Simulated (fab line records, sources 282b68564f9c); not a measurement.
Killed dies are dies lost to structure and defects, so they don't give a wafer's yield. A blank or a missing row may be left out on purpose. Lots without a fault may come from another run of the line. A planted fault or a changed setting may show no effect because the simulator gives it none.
Which tool did it? | flow rit_cmos | 14 lots, 42 wafers sampled, at 3 steps of a route of 202

WHAT THE GAUGES READ, wafer by wafer
RIT_CONTACT_CD_MEAS_90: target cd 1000 nm. Usual: cd_nm 1000.5 nm, standard deviation 2.3.
lot  | measured    | on        | cd_nm (nm)           | flag
L283 | day 3 10:58 | cd_sem-02 | 1002.3 1004.1 1004.2 |
L285 | day 3 20:59 | cd_sem-02 | 999.3 999.5 998.9    |
L287 | day 4 09:49 | cd_sem-02 | 996.7 997.7 997.9    |
L288 | day 4 11:11 | cd_sem-02 | 1000.4 1001.8 998.7  |
L289 | day 4 13:17 | cd_sem-01 | 1000.6 1000.1 1000.6 |
L290 | day 4 22:31 | cd_sem-02 | 1003.8 1001.6 1003.2 |
L291 | day 4 22:53 | cd_sem-01 | 995.6 996.5 999.8    |
L292 | day 5 06:37 | cd_sem-02 | 999.7 997.3 998.9    |
L293 | day 5 14:34 | cd_sem-01 | 998.9 997.5 998.6    |
L294 | day 5 17:37 | cd_sem-02 | 1001.7 1000.2 1001.0 |
L295 | day 5 18:31 | cd_sem-02 | 1002.2 1004.1 1004.7 |
L296 | day 6 02:41 | cd_sem-02 | 1002.8 1001.8 1001.0 |
L297 | day 6 08:53 | cd_sem-02 | 1000.0 998.2 995.7   |
L302 | day 7 22:32 | cd_sem-02 | 997.8 999.5 994.5    |

RIT_M1_CD_MEAS_09: target cd 2600 nm. Usual: cd_nm 2599.4 nm, standard deviation 1.9.
lot  | measured    | on        | cd_nm (nm)           | flag
L283 | day 3 12:47 | cd_sem-01 | 2600.6 2601.3 2600.8 |
L285 | day 3 22:58 | cd_sem-01 | 2596.9 2596.8 2598.6 |
L287 | day 4 11:41 | cd_sem-01 | 2598.1 2599.2 2598.7 |
L288 | day 4 13:03 | cd_sem-02 | 2602.3 2601.7 2603.0 |
L289 | day 4 15:14 | cd_sem-01 | 2600.8 2601.6 2601.8 |
L290 | day 5 00:29 | cd_sem-02 | 2599.0 2599.6 2600.9 |
L291 | day 5 00:52 | cd_sem-01 | 2598.9 2599.3 2599.4 |
L292 | day 5 08:28 | cd_sem-01 | 2599.5 2598.7 2600.8 |
L293 | day 5 16:31 | cd_sem-01 | 2599.2 2600.0 2599.5 |
L294 | day 5 19:29 | cd_sem-01 | 2595.7 2596.5 2595.8 |
L295 | day 5 20:29 | cd_sem-01 | 2598.4 2598.8 2600.0 |
L296 | day 6 04:39 | cd_sem-02 | 2598.6 2598.1 2600.7 |
L297 | day 6 10:42 | cd_sem-01 | 2600.2 2600.2 2599.1 |
L302 | day 8 00:34 | cd_sem-01 | 2601.2 2597.4 2601.0 |

WHICH TOOL RAN EACH LOT (tool, then ch and the chambers of the sampled wafers, then the start)
lot  | RIT_CONTACT_STRIP_12
L283 | plasma_asher-01 ch 0,1, day 3 10:47
L285 | plasma_asher-02 ch 0,1, day 3 20:47
L287 | plasma_asher-03 ch 0,1, day 4 09:40
L288 | plasma_asher-03 ch 0,1, day 4 10:59
L289 | plasma_asher-03 ch 0,1, day 4 13:07
L290 | plasma_asher-02 ch 0,1, day 4 22:20
L291 | plasma_asher-01 ch 0,1, day 4 22:43
L292 | plasma_asher-01 ch 0,1, day 5 06:26
L293 | plasma_asher-01 ch 0,1, day 5 14:22
L294 | plasma_asher-03 ch 1, day 5 17:27
L295 | plasma_asher-01 ch 0,1, day 5 18:21
L296 | plasma_asher-02 ch 0,1, day 6 02:31
L297 | plasma_asher-02 ch 0,1, day 6 08:41
L302 | plasma_asher-02 ch 0,1, day 7 22:22
- RIT_CONTACT_STRIP_12: strips in O2, time 180 s.

WHAT THE TOOLS THEMSELVES READ (means of the sampled wafers that have a number; where no wafer has one, the mark that the record gives instead)
RIT_CONTACT_STRIP_12. Usual: drypump_motor_current_A 5.6 A, standard deviation 0.56.
lot  | tool            | drypump_motor_current_A (A) | flag
L283 | plasma_asher-01 | 5.2                         |
L285 | plasma_asher-02 | 5.6                         |
L287 | plasma_asher-03 | 6.0                         |
L288 | plasma_asher-03 | 5.9                         |
L289 | plasma_asher-03 | 6.0                         |
L290 | plasma_asher-02 | 6.0                         |
L291 | plasma_asher-01 | 5.2                         |
L292 | plasma_asher-01 | 5.1                         |
L293 | plasma_asher-01 | 5.2                         |
L294 | plasma_asher-03 | 5.7                         |
L295 | plasma_asher-01 | 5.1                         |
L296 | plasma_asher-02 | 5.6                         |
L297 | plasma_asher-02 | 5.6                         |
L302 | plasma_asher-02 | 6.0                         |

THE ANSWER, worked out from the rows above alone
Rule: a lot is off if the mean of its wafers that have a number lies more than 3 standard deviations from the usual mean. A lot without any number at a reading at which 4 lots or more have one is off too. The other lots that the step has rows for count as sound. The gauges are gone through in route order, then the tools' own readings, and for those a lot's mean is taken as printed above. The first step at which some lot is off is used, and at that step the reading that is off furthest; a lot without a number counts as furthest.
No lot is off at any reading shown: from this, nothing can be told.

WHAT THE SIMULATOR HAD PUT IN
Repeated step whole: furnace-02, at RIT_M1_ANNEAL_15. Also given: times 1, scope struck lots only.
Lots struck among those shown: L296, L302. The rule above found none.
